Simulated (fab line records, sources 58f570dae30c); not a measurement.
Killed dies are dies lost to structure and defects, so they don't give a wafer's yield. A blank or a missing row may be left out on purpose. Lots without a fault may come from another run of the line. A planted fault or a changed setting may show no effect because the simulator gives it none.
fab line records | flow berkeley_cmos170 | part 2 of 2: steps 28 to 36 of 36
record lots=5 wafers=15 last_day=13
route steps=331 shown NWELL@16 PWELL@34
lots that met no fault: from a run of the same line without faults
start_h: hours from the record's first day to the start of the lot's first wafer shown | wait_h: hours since the lot's step before | " the same as in the row above | L1.1+2: a row that stands for several wafers | - no value, or no start given | * or withheld: withheld | < > ~ a bound
route shown NAME@n: a module of which the file shows steps, and the number in the route of the first | usual: mean/standard deviation of fault-free wafers | same: alike in all rows | chamber/n: place in a boat | sites: the reading at each site | _std_site: their standard deviation | _edge_site: outer sites' mean less inner sites' | radius_mm: how far each site lies from the wafer's centre | mask NAME#n: copy n | behind: the tool/chamber that last shaped the wafer | hold: why the lot was held/for how many hours/how that ended | device: the transistor (n, p or np) that didn't switch | end of line: the same wafers' tests at the end of the route | a step without rows: its recipe alone | killed: dies lost to structure and defects at the first sort, not the wafer's yield | map: a wafer's dies, x killed, . not, _ none there
set.NAME: the setting as run; set.NAME@STEP: as run at that earlier step | model.NAME: the simulator's own value behind a step, which no gauge read
lots at some steps of the route; a table a step, a row a wafer
services: from which hour (start_h, from the record's first day; less than 0 if before it) a tool's chamber was out of use, for how many hours, and why
## steps
# step UCB170_PWELL_SOFTBAKE_09
# recipe resist=KrF temp_c=130 time_s=60
# usual chill_plate_temp_C=23.01/0.094
# columns lot.wafer tool chamber start_h wait_h chill_plate_temp_C
L079.1 litho_track-04 0 75.11 0.1 22.88
L079.4 " 0 " " 23.02
L079.5 " 0 " " 22.86
L081.1 litho_track-02 0 97.33 0.1 22.87
L081.3 " 0 " " 22.95
L081.4 " 0 " " 23.12
L084.1 litho_track-02 0 105.94 0.1 23.02
L084.2 " 0 " " 22.91
L084.4 " 0 " " 23.09
L085.2 litho_track-02 0 116.31 0.1 23.01
L085.3 " 0 " " 23.25
L085.5 " 0 " " 22.99
L097.3 litho_track-02 0 176.15 0.1 23.02
L097.4 " 0 " " 22.99
L097.6 " 0 " " 23.15
# step UCB170_PWELL_EXPOSE_10
# recipe mask_id=PWELL target_cd_nm=3000 na=0.5 sigma_outer=0.6 source_shape=conventional dose_mj=19
# same sigma_outer=0.6
# columns lot.wafer tool chamber start_h wait_h mask
L079.1+4+5 krf_scanner-01 0 75.26 0.1 PWELL#0
L081.1+3+4 krf_scanner-01 0 97.60 0.2 PWELL#0
L084.1+2+4 krf_scanner-02 0 106.61 0.6 PWELL#0
L085.2+3+5 krf_scanner-02 0 116.94 0.6 PWELL#0
L097.3+4+6 krf_scanner-02 0 176.49 0.3 PWELL#0
# step UCB170_PWELL_PEB_11
# recipe peb_temp_c=130 peb_time_s=withheld resist=KrF
# usual chill_plate_temp_C=23.00/0.086
# columns lot.wafer tool chamber start_h wait_h chill_plate_temp_C
L079.1 litho_track-04 0 75.81 0.5 22.96
L079.4 " 0 " " 23.18
L079.5 " 0 " " 23.05
L081.1 litho_track-04 0 97.86 0.2 22.95
L081.3 " 0 " " 22.97
L081.4 " 0 " " 22.91
L084.1 litho_track-01 0 107.34 0.7 23.06
L084.2 " 0 " " 23.11
L084.4 " 0 " " 23.07
L085.2 litho_track-02 0 117.19 0.2 23.07
L085.3 " 0 " " 22.93
L085.5 " 0 " " 23.08
L097.3 litho_track-04 0 177.39 0.9 23.07
L097.4 " 0 " " 23.02
L097.6 " 0 " " 22.96
# step UCB170_PWELL_DEVELOP_12
# recipe developer=TMAH develop_time_s=45 resist=KrF dev_temp_c=21
# usual chill_plate_temp_C=23.01/0.1
# columns lot.wafer tool chamber start_h wait_h chill_plate_temp_C
L079.1 litho_track-04 0 - - 22.97
L079.4 " 0 " " 23.03
L079.5 " 0 " " 23.00
L081.1 litho_track-04 0 - - 23.18
L081.3 " 0 " " 22.93
L081.4 " 0 " " 23.04
L084.1 litho_track-01 0 - - 22.84
L084.2 " 0 " " 22.89
L084.4 " 0 " " 23.10
L085.2 litho_track-02 0 - - 23.04
L085.3 " 0 " " 23.06
L085.5 " 0 " " 23.03
L097.3 litho_track-04 0 - - 22.85
L097.4 " 0 " " 23.00
L097.6 " 0 " " 22.98
# step UCB170_PWELL_OVL_MEAS_13
# usual PWELL_OVL=1/5
# columns lot.wafer tool chamber start_h wait_h PWELL_OVL[nm]
L079.1 overlay-01 - 76.08 - 8
L079.4 " - " " 5
L079.5 " - " " 5
L081.1 overlay-02 - 98.14 - 3
L081.3 " - " " 0
L081.4 " - " " -1
L084.1 overlay-02 - 107.61 - 7
L084.2 " - " " -1
L084.4 " - " " 14
L085.2 overlay-01 - 117.44 - -1
L085.3 " - " " -5
L085.5 " - " " 1
L097.3 overlay-01 - 177.62 - -3
L097.4 " - " " 2
L097.6 " - " " -7
# step UCB170_PWELL_ETCH_14
# recipe chemistry=CH3F/Ar/O2 target=Si3N4 stop_on=SiO2 CH3F_flow_sccm=20 Ar_flow_sccm=50 O2_flow_sccm=7 pressure_mtorr=50 rf_w=450 target_depth_a=2420 over_etch_frac=0.11 time_s=151
# usual chamber_pressure_mTorr=50.00/0.049 drypump_motor_current_A=5.7/0.57 oes_product_au=0.938/0.015 throttle_valve_pct=8.00/0.067
# same over_etch_frac=0.11
# columns lot.wafer tool chamber start_h wait_h chamber_pressure_mTorr drypump_motor_current_A oes_product_au rf_hours_counter_h throttle_valve_pct
L079.1 rie_diel-04 2 76.12 0.0 50.01 5.8 0.958 82 7.98
L079.4 " 3 " " 50.03 6.4 0.931 32 8.04
L079.5 " 2 " " 50.03 5.8 0.963 - 7.97
L081.1 rie_diel-01 1 98.18 0.0 50.06 6.1 0.941 53 7.90
L081.3 " 3 " " 49.98 4.9 0.938 53 8.04
L081.4 " 0 " " 49.95 6.6 0.944 1 8.04
L084.1 rie_diel-03 2 107.65 0.0 49.99 5.7 0.916 12 7.85
L084.2 " 3 " " 49.99 4.6 0.937 94 7.98
L084.4 " 3 " " 50.01 4.6 0.928 - 7.98
L085.2 rie_diel-01 2 117.47 0.0 49.95 5.6 0.917 51 8.06
L085.3 " 0 " " 49.99 6.6 0.946 1 8.00
L085.5 " 0 " " 50.03 6.6 0.953 - 8.01
L097.3 rie_diel-01 2 177.65 0.0 49.93 5.6 0.908 54 8.06
L097.4 " 3 " " 50.03 4.8 0.937 57 8.01
L097.6 " 1 " " 49.99 6.1 0.926 - 7.89
# step UCB170_PWELL_IMPLANT_15
# recipe species=B dose_cm2=5e+12 energy_kev=60 tilt_deg=7
# usual beam_energy_keV=59.993/0.018 dose_ions_cm2=4.999e+12/5.2e+09
# columns lot.wafer tool chamber start_h wait_h beam_energy_keV dose_ions_cm2
L079.1 implanter-04 0 76.22 0.1 60.005 4.993e+12
L079.4 " 0 " " 60.005 5.003e+12
L079.5 " 0 " " 59.984 5.001e+12
L081.1 implanter-03 0 98.28 0.1 60.001 4.998e+12
L081.3 " 0 " " 59.981 5.002e+12
L081.4 " 0 " " 60.012 4.995e+12
L084.1 implanter-02 0 107.75 0.1 59.989 5.002e+12
L084.2 " 0 " " 59.979 5.002e+12
L084.4 " 0 " " 59.972 4.999e+12
L085.2 implanter-04 0 117.60 0.1 59.974 4.997e+12
L085.3 " 0 " " 60.010 4.998e+12
L085.5 " 0 " " 60.010 4.99e+12
L097.3 implanter-03 0 177.80 0.1 59.967 4.998e+12
L097.4 " 0 " " 59.969 4.999e+12
L097.6 " 0 " " 59.963 4.996e+12
# step UCB170_PWELL_STRIP_16
# recipe chemistry=O2 power_w=400 pressure_mtorr=3500 platen_temp_c=withheld o2_flow_sccm=400 overash_fraction=0.5
# usual chamber_pressure_mTorr=3500.0/2.9 drypump_motor_current_A=5.9/0.6 oes_product_au=0.721/0.0047 strip_time_to_endpoint_s=18.03/0.085
# columns lot.wafer tool chamber start_h wait_h chamber_pressure_mTorr drypump_motor_current_A oes_product_au rf_hours_counter_h strip_time_to_endpoint_s
L079.1 plasma_asher-01 0 76.37 0.1 3503.1 6.2 0.718 33 18.06
L079.4 " 0 " " 3495.4 6.2 0.731 - 17.86
L079.5 " 1 " " 3494.2 4.9 0.711 - 17.98
L081.1 plasma_asher-04 1 98.43 0.1 3501.8 5.3 0.716 30 18.03
L081.3 " 1 " " 3498.2 5.3 0.724 - 17.91
L081.4 " 0 " " 3498.8 6.2 0.719 - 18.07
L084.1 plasma_asher-03 1 107.90 0.1 3496.1 6.4 0.716 38 18.10
L084.2 " 0 " " 3496.1 6.8 0.726 38 17.95
L084.4 " 0 " " 3498.2 6.8 0.727 - 17.97
L085.2 plasma_asher-04 0 117.72 0.1 3499.6 6.3 0.717 32 17.99
L085.3 " 0 " " 3497.7 6.3 0.726 - 17.98
L085.5 " 0 " " 3501.8 6.3 0.719 - 17.99
L097.3 plasma_asher-04 0 177.93 0.1 3498.3 6.2 0.725 - 18.06
L097.4 " 1 " " 3499.2 5.3 0.726 - 18.08
L097.6 " 1 " " 3501.9 5.3 0.712 - 18.16
# step UCB170_PWELL_TW_MEAS_17
# usual PWELL_TW=381/3
# columns lot.wafer tool chamber start_h wait_h PWELL_TW
L079.1 film_metro-01 - 76.47 0.1 376
L079.4 " - " " 377
L079.5 " - " " 376
L081.1 film_metro-02 - 98.53 0.1 382
L081.3 " - " " 382
L081.4 " - " " 381
L084.1 film_metro-02 - 108.05 0.1 383
L084.2 " - " " 382
L084.4 " - " " 382
L085.2 film_metro-02 - 117.83 0.1 383
L085.3 " - " " 381
L085.5 " - " " 385
L097.3 film_metro-02 - 178.02 0.1 382
L097.4 " - " " 381
L097.6 " - " " 382
## services
# columns tool chamber start_h hours kind
rie_diel-03 3 35.33 4.4 repair
krf_scanner-02 - 39.42 0.8 pm
wet_bench-04 - 40.34 3.2 repair
krf_scanner-01 - 58.13 0.6 repair
krf_scanner-02 - 64.71 7.2 pm
implanter-04 - 69.48 2.7 pm
krf_scanner-02 - 71.91 1.3 pm
krf_scanner-01 - 73.21 1.3 pm
krf_scanner-01 - 80.39 11.6 pm
implanter-04 - 81.74 1.5 repair
implanter-02 - 83.76 2.1 pm
krf_scanner-02 - 93.35 0.7 repair
lpcvd-02 - 120.48 1.9 repair
krf_scanner-02 - 127.09 0.4 repair
wet_bench-03 - 134.20 36.4 pm
rie_diel-01 0 137.49 6.0 repair
implanter-04 - 139.27 44.8 pm
krf_scanner-01 - 142.88 1.0 pm
krf_scanner-02 - 143.96 4.4 pm
implanter-02 - 147.26 4.5 repair
furnace-02 - 153.59 3.6 pm
wet_bench-04 - 170.23 1.9 pm
krf_scanner-02 - 171.09 1.0 pm
krf_scanner-01 - 174.26 0.2 repair
